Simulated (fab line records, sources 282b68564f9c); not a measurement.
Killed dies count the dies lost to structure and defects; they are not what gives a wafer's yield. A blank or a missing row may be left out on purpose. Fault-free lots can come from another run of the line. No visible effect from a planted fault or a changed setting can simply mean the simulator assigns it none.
fab line records ; flow rit_cmos
record: lots: 6; wafers: 18; last_day: 7
route steps=202 shown ACTIVE@19 FOX1@20 FOX2@23 NWELL@28
lots with no fault: from the same line, run without faults
start_h: the number of hours between the record's first day and the start of the first shown wafer of the lot ; wait_h: how many hours have passed since the lot's step before this one ; " as in the row above ; L1.1+2: one row covering several wafers at once ; - no value, or no start was given ; * or withheld: withheld ; < > ~ a bound
route shown NAME@n: NAME is a module with steps in the file, n the number in the route of the first one ; usual: mean and standard deviation over wafers with no fault ; same: alike in all rows ; chamber/n: place in a boat ; sites: readings site by site ; _std_site: standard deviation of those values ; _edge_site: the outer-site mean with the inner-site mean subtracted ; radius_mm: how far each site lies from the wafer's centre ; mask NAME#n: copy n ; behind: the most recent tool/chamber to have shaped the wafer ; hold: cause of the lot's hold/its duration in hours/its outcome ; device: which transistor (n, p or np) failed to switch ; end of line: the route-end tests of the same wafers ; where a step has no rows: the recipe by itself ; killed: dies lost to structure and defects at the first sort, not the wafer's yield ; map: a wafer's dies, x killed, . not, _ none there
set.NAME: the setting as run; set.NAME@STEP: as run at that earlier step ; model.NAME: the simulator's own value behind a step, which no gauge read
lots seen at some steps along the route; tables by step, rows by wafer
services: from which hour (start_h, from the record's first day; less than 0 if before it) a tool's chamber was out of use, for how many hours, and why
== steps ==
step: RIT_ACTIVE_CLEAN_17
recipe: chemistry: SC2; mix: 3:3:50; time_s: 600; temp_c: 75; dry: n2_spin
step: RIT_FOX1_OXIDATION_00
recipe: temp_c: 1100; ambient: H2O; target_thk_a: 3507; p_h2o_torr: 720; ox_time_s: 1130
step: RIT_FOX1_THK_MEAS_01
recipe: reads: SiO2_of_FOX1_OXIDATION_00
usual: FOX1_OXIDE_THK: 354/6.3
lot.wafer;tool;chamber;start_h;wait_h;FOX1_OXIDE_THK[nm]
L315.2;film_metro-03;-;32.00;0.0;352
L315.3;film_metro-03;-;32.00;0.0;351
L315.4;film_metro-03;-;32.00;0.0;345
L323.2;film_metro-04;-;74.88;0.0;358
L323.3;film_metro-04;-;74.88;0.0;354
L323.5;film_metro-04;-;74.88;0.0;353
L325.1;film_metro-01;-;81.89;0.0;343
L325.3;film_metro-01;-;81.89;0.0;348
L325.6;film_metro-01;-;81.89;0.0;342
L326.2;film_metro-01;-;89.02;0.0;361
L326.5;film_metro-01;-;89.02;0.0;359
L326.6;film_metro-01;-;89.02;0.0;358
L331.4;film_metro-03;-;112.05;0.0;342
L331.5;film_metro-03;-;112.05;0.0;341
L331.6;film_metro-03;-;112.05;0.0;351
L332.4;film_metro-04;-;117.56;0.0;359
L332.5;film_metro-04;-;117.56;0.0;356
L332.6;film_metro-04;-;117.56;0.0;357
step: RIT_FOX1_WET_ETCH_02
recipe: chemistry: BOE; target_depth_nm: 350; time_s: 390; temp_c: 21.5; dry: n2_spin; dilution: 10:1; target: SiO2
step: RIT_FOX2_OXIDATION_00
recipe: temp_c: 1100; ambient: H2O; target_thk_a: 3507; p_h2o_torr: 720; ox_time_s: 1130
step: RIT_FOX2_THK_MEAS_01
recipe: reads: SiO2_of_FOX2_OXIDATION_00
usual: FOX2_OXIDE_THK: 353/6.1
lot.wafer;tool;chamber;start_h;wait_h;FOX2_OXIDE_THK[nm]
L315.2;film_metro-04;-;33.49;0.0;358
L315.3;film_metro-04;-;33.49;0.0;352
L315.4;film_metro-04;-;33.49;0.0;349
L323.2;film_metro-04;-;76.51;0.0;347
L323.3;film_metro-04;-;76.51;0.0;346
L323.5;film_metro-04;-;76.51;0.0;343
L325.1;film_metro-01;-;83.38;0.0;355
L325.3;film_metro-01;-;83.38;0.0;356
L325.6;film_metro-01;-;83.38;0.0;355
L326.2;film_metro-02;-;91.83;0.0;357
L326.5;film_metro-02;-;91.83;0.0;361
L326.6;film_metro-02;-;91.83;0.0;359
L331.4;film_metro-01;-;113.56;0.0;345
L331.5;film_metro-01;-;113.56;0.0;347
L331.6;film_metro-01;-;113.56;0.0;348
L332.4;film_metro-01;-;120.97;0.0;357
L332.5;film_metro-01;-;120.97;0.0;360
L332.6;film_metro-01;-;120.97;0.0;361
step: RIT_FOX2_CLEAN_02
recipe: chemistry: dHF; dilution: 50:1; time_s: 180
step: RIT_FOX2_WET_ETCH_03
recipe: chemistry: H3PO4; target: Si3N4; target_depth_nm: 195; temp_c: 165; time_s: 2700
step: RIT_FOX2_THK_MEAS_90
recipe: reads: SiO2_of_FOX2_OXIDATION_00
usual: FIELD_OXIDE_LEFT_1_THK: 325/6.1
lot.wafer;tool;chamber;start_h;wait_h;FIELD_OXIDE_LEFT_1_THK[nm]
L315.2;film_metro-02;-;34.37;0.0;331
L315.3;film_metro-02;-;34.37;0.0;325
L315.4;film_metro-02;-;34.37;0.0;322
L323.2;film_metro-01;-;77.45;0.0;321
L323.3;film_metro-01;-;77.45;0.0;319
L323.5;film_metro-01;-;77.45;0.0;316
L325.1;film_metro-02;-;84.26;0.0;327
L325.3;film_metro-02;-;84.26;0.0;328
L325.6;film_metro-02;-;84.26;0.0;328
L326.2;film_metro-04;-;92.71;0.0;329
L326.5;film_metro-04;-;92.71;0.0;333
L326.6;film_metro-04;-;92.71;0.0;332
L331.4;film_metro-01;-;114.49;0.0;318
L331.5;film_metro-01;-;114.49;0.0;320
L331.6;film_metro-01;-;114.49;0.0;321
L332.4;film_metro-01;-;121.85;0.0;329
L332.5;film_metro-01;-;121.85;0.0;332
L332.6;film_metro-01;-;121.85;0.0;333
step: RIT_NWELL_HMDS_00
recipe: prime_time_s: 60; prime_temp_c: 140
step: RIT_NWELL_COAT_01
recipe: resist: NOVOLAK; spin_rpm: 2000; resist_thk_nm: 1300
step: RIT_NWELL_SOFTBAKE_02
recipe: resist: NOVOLAK; temp_c: 90; time_s: 60
step: RIT_NWELL_EXPOSE_03
recipe: mask_id: M2; na: 0.57; target_cd_nm: 43900; dose_mj: 250
usual: exposure_dose_mJ_cm2: 250.04/0.24; focus_offset_nm: -0.2/0.59; reticle_temp_C: 22.97/0.12
lot.wafer;tool;chamber;start_h;wait_h;mask;exposure_dose_mJ_cm2;focus_offset_nm;reticle_temp_C
L315.2;iline_stepper-01;0;35.02;0.2;M2#0;250.21;-1.0;23.11
L315.3;iline_stepper-01;0;35.02;0.2;M2#0;249.93;0.3;23.02
L315.4;iline_stepper-01;0;35.02;0.2;M2#0;249.77;-0.5;23.10
L323.2;iline_stepper-01;0;78.10;0.2;M2#0;249.89;0.5;23.10
L323.3;iline_stepper-01;0;78.10;0.2;M2#0;249.77;0.7;22.94
L323.5;iline_stepper-01;0;78.10;0.2;M2#0;250.11;0.7;23.19
L325.1;iline_stepper-01;-;84.77;0.1;M2#0;-;-;-
L325.3;iline_stepper-01;-;84.77;0.1;M2#0;-;-;-
L325.6;iline_stepper-01;-;84.77;0.1;M2#0;-;-;-
L326.2;iline_stepper-02;-;93.39;0.2;M2#0;-;-;-
L326.5;iline_stepper-02;-;93.39;0.2;M2#0;-;-;-
L326.6;iline_stepper-02;-;93.39;0.2;M2#0;-;-;-
L331.4;iline_stepper-01;0;115.03;0.1;M2#0;250.25;-0.1;23.05
L331.5;iline_stepper-01;0;115.03;0.1;M2#0;250.27;-0.4;22.90
L331.6;iline_stepper-01;0;115.03;0.1;M2#0;250.27;1.1;23.02
L332.4;iline_stepper-02;0;122.51;0.2;M2#0;249.83;-0.6;23.14
L332.5;iline_stepper-02;0;122.51;0.2;M2#0;249.99;0.0;23.08
L332.6;iline_stepper-02;0;122.51;0.2;M2#0;249.73;-0.3;22.93
step: RIT_NWELL_PEB_04
recipe: resist: NOVOLAK; temp_c: withheld; time_s: withheld
== services ==
tool;chamber;start_h;hours;kind
iline_stepper-01;-;42.90;2.1;pm
iline_stepper-01;-;44.98;-;consumable_replace:lamp
iline_stepper-02;-;68.03;1.7;pm
iline_stepper-01;-;93.41;1.7;pm
== key ==
first_sign: step: RIT_NWELL_EXPOSE_03; reading: tool_record; direction: missing
effect none on later readings
met_at RIT_NWELL_EXPOSE_03
struck_wafers L325.1,L325.3,L325.6,L326.2,L326.5,L326.6
sort_left_out L325.1,L325.3,L325.6,L326.2,L326.5,L326.6
tester_left_out L325,L326
onset_between 78.10 84.77
fault: kind: skipped_step_whole; tool: iline_stepper-01,iline_stepper-02; chamber: -; onset_h: 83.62; steps: RIT_NWELL_EXPOSE_03; scope: struck_lots_only
tester_left_out: of these lots the tester's yield and bins aren't shown, on N5 and GAA mostly nor the transistor test; their killed dies are dies lost to structure and defects alone, not to doping, threshold or leakage, so they don't give the yield
sort_left_out: the simulated sort isn't trusted on such a fault, so these wafers' sort isn't shown, and their yield isn't known
